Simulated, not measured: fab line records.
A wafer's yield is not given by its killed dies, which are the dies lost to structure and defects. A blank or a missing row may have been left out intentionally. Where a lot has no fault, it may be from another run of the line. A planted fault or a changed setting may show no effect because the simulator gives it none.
Shared-tool check :: flow berkeley cmos170 :: 14 lots and 42 wafers in the sample

== WHY IT WAS OPENED ==
Of 14 lots, 2 have the reading M1_AL_RS flagged at UCB170_M1_RS_MEAS_01. Wafers without a fault read 0.0484 ohm/sq, standard deviation 0.00046.
Rule: a lot gets a flag if all its wafers with a number sit over 4 standard deviations from that mean, or if no wafer of it has a number. All remaining lots are regarded as sound.

lot: L557
measured: day 7 02:41
on: film metro-01
M1_AL_RS (ohm/sq), wafer by wafer: 0.0480 0.0482 0.0483
flag: 

lot: L559
measured: day 7 22:11
on: film metro-03
M1_AL_RS (ohm/sq), wafer by wafer: 0.0483 0.0493 0.0485
flag: 

lot: L558
measured: day 7 22:30
on: film metro-04
M1_AL_RS (ohm/sq), wafer by wafer: 0.0478 0.0482 0.0479
flag: 

lot: L560
measured: day 7 22:42
on: film metro-04
M1_AL_RS (ohm/sq), wafer by wafer: 0.0486 0.0484 0.0480
flag: 

lot: L561
measured: day 8 09:44
on: film metro-04
M1_AL_RS (ohm/sq), wafer by wafer: 0.0491 0.0491 0.0494
flag: 

lot: L563
measured: day 8 16:31
on: film metro-04
M1_AL_RS (ohm/sq), wafer by wafer: 0.0491 0.0490 0.0489
flag: 

lot: L565
measured: day 9 00:31
on: film metro-01
M1_AL_RS (ohm/sq), wafer by wafer: 0.0480 0.0481 0.0483
flag: 

lot: L568
measured: day 9 15:34
on: film metro-04
M1_AL_RS (ohm/sq), wafer by wafer: 0.0485 0.0480 0.0486
flag: 

lot: L567
measured: day 9 18:06
on: film metro-04
M1_AL_RS (ohm/sq), wafer by wafer: 0.0484 0.0478 0.0473
flag: 

lot: L573
measured: day 10 18:16
on: film metro-03
M1_AL_RS (ohm/sq), wafer by wafer: 0.0515 0.0512 0.0515
flag: FLAGGED

lot: L575
measured: day 10 19:31
on: film metro-03
M1_AL_RS (ohm/sq), wafer by wafer: 0.0489 0.0482 0.0489
flag: 

lot: L574
measured: day 10 20:01
on: film metro-01
M1_AL_RS (ohm/sq), wafer by wafer: 0.0515 0.0511 0.0516
flag: FLAGGED

lot: L576
measured: day 11 23:22
on: film metro-03
M1_AL_RS (ohm/sq), wafer by wafer: 0.0487 0.0489 0.0488
flag: 

lot: L577
measured: day 11 23:36
on: film metro-04
M1_AL_RS (ohm/sq), wafer by wafer: 0.0486 0.0492 0.0502
flag: 
Average over the flagged lots: 0.0514 ohm/sq; offset from the usual +0.0030 ohm/sq, equal to +7 standard deviations.

== EACH LOT AND THE TOOL IT RAN ON ==
The record holds 2 process steps before the reading, out of a route of 331 steps. In each cell: the tool, then ch and the chambers that the sampled wafers went through, then the start.
lot: L557
flag: 
UCB170_SDANNEAL_RTA_01: rtp anneal-02 ch 0, day 6 18:57
UCB170_M1_SPUTTER_00: pvd sputter-04, day 7 02:37

lot: L559
flag: 
UCB170_SDANNEAL_RTA_01: rtp anneal-01 ch 0, day 7 15:34
UCB170_M1_SPUTTER_00: pvd sputter-04, day 7 22:07

lot: L558
flag: 
UCB170_SDANNEAL_RTA_01: rtp anneal-01 ch 0, day 7 16:06
UCB170_M1_SPUTTER_00: pvd sputter-02, day 7 22:23

lot: L560
flag: 
UCB170_SDANNEAL_RTA_01: rtp anneal-02 ch 0, day 7 15:45
UCB170_M1_SPUTTER_00: pvd sputter-03, day 7 22:38

lot: L561
flag: 
UCB170_SDANNEAL_RTA_01: rtp anneal-02 ch 0, day 8 02:05
UCB170_M1_SPUTTER_00: pvd sputter-03, day 8 09:40

lot: L563
flag: 
UCB170_SDANNEAL_RTA_01: rtp anneal-01 ch 0, day 8 11:02
UCB170_M1_SPUTTER_00: pvd sputter-04, day 8 16:26

lot: L565
flag: 
UCB170_SDANNEAL_RTA_01: rtp anneal-01 ch 0, day 8 18:49
UCB170_M1_SPUTTER_00: pvd sputter-04, day 9 00:23

lot: L568
flag: 
UCB170_SDANNEAL_RTA_01: rtp anneal-02 ch 0, day 9 09:20
UCB170_M1_SPUTTER_00: pvd sputter-03, day 9 15:29

lot: L567
flag: 
UCB170_SDANNEAL_RTA_01: rtp anneal-02 ch 0, day 9 09:51
UCB170_M1_SPUTTER_00: pvd sputter-02, day 9 18:01

lot: L573
flag: FLAGGED
UCB170_SDANNEAL_RTA_01: rtp anneal-01 ch 0, day 10 12:27
UCB170_M1_SPUTTER_00: pvd sputter-04, day 10 18:12

lot: L575
flag: 
UCB170_SDANNEAL_RTA_01: rtp anneal-02 ch 0, day 10 12:48
UCB170_M1_SPUTTER_00: pvd sputter-03, day 10 19:28

lot: L574
flag: FLAGGED
UCB170_SDANNEAL_RTA_01: rtp anneal-01 ch 0, day 10 12:58
UCB170_M1_SPUTTER_00: pvd sputter-04, day 10 19:57

lot: L576
flag: 
UCB170_SDANNEAL_RTA_01: rtp anneal-01 ch 0, day 11 16:30
UCB170_M1_SPUTTER_00: pvd sputter-02, day 11 23:18

lot: L577
flag: 
UCB170_SDANNEAL_RTA_01: rtp anneal-02 ch 0, day 11 16:55
UCB170_M1_SPUTTER_00: pvd sputter-02, day 11 23:32
What is done by these steps:
- UCB170_SDANNEAL_RTA_01: time 5 s.
- UCB170_M1_SPUTTER_00: material Al, target thk 600 nm, time 80 s.
- UCB170_M1_RS_MEAS_01: measures by four-point-probe.

== FLAGGED OVER TOTAL, TOOL BY TOOL (the gauges that took the reading come last) ==
step: UCB170_SDANNEAL_RTA_01
tool: rtp anneal-01
lots run: 7
flagged: 2
share of the flagged lots: all
sound lots run after its first flagged lot: 1 (L576)

step: UCB170_SDANNEAL_RTA_01
tool: rtp anneal-02
lots run: 7
flagged: 0
share of the flagged lots: none
sound lots run after its first flagged lot: -

step: UCB170_M1_SPUTTER_00
tool: pvd sputter-02
lots run: 4
flagged: 0
share of the flagged lots: none
sound lots run after its first flagged lot: -

step: UCB170_M1_SPUTTER_00
tool: pvd sputter-03
lots run: 4
flagged: 0
share of the flagged lots: none
sound lots run after its first flagged lot: -

step: UCB170_M1_SPUTTER_00
tool: pvd sputter-04
lots run: 6
flagged: 2
share of the flagged lots: all
sound lots run after its first flagged lot: 0

step: UCB170_M1_RS_MEAS_01
tool: film metro-01
lots run: 3
flagged: 1
share of the flagged lots: some
sound lots run after its first flagged lot: 0

step: UCB170_M1_RS_MEAS_01
tool: film metro-03
lots run: 4
flagged: 1
share of the flagged lots: some
sound lots run after its first flagged lot: 2 (L575,L576)

step: UCB170_M1_RS_MEAS_01
tool: film metro-04
lots run: 7
flagged: 0
share of the flagged lots: none
sound lots run after its first flagged lot: -

== WHAT IS ALLOWED BY THE TABLE ==
Table rows that saw every flagged lot: 2, namely rtp anneal-01 at UCB170_SDANNEAL_RTA_01 and pvd sputter-04 at UCB170_M1_SPUTTER_00.
- rtp anneal-01 at UCB170_SDANNEAL_RTA_01: 2 of its 7 lots flagged. Sound lots followed the first flagged one (L576) on it, something a lasting fault affecting the whole tool could not allow.
- pvd sputter-04 at UCB170_M1_SPUTTER_00: 2 of its 6 lots flagged. Last sound lot L565 at day 9 00:23, first flagged lot L573 at day 10 18:12; a fault beginning in between fits.
What remains is a single tool, pvd sputter-04 at UCB170_M1_SPUTTER_00.

== WHAT THE SIMULATOR PUT IN ==
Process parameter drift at UCB170_M1_SPUTTER_00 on pvd sputter-04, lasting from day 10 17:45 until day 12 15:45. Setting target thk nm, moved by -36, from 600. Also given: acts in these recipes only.
Lots struck among those shown: L573, L574. The rule above found the same.
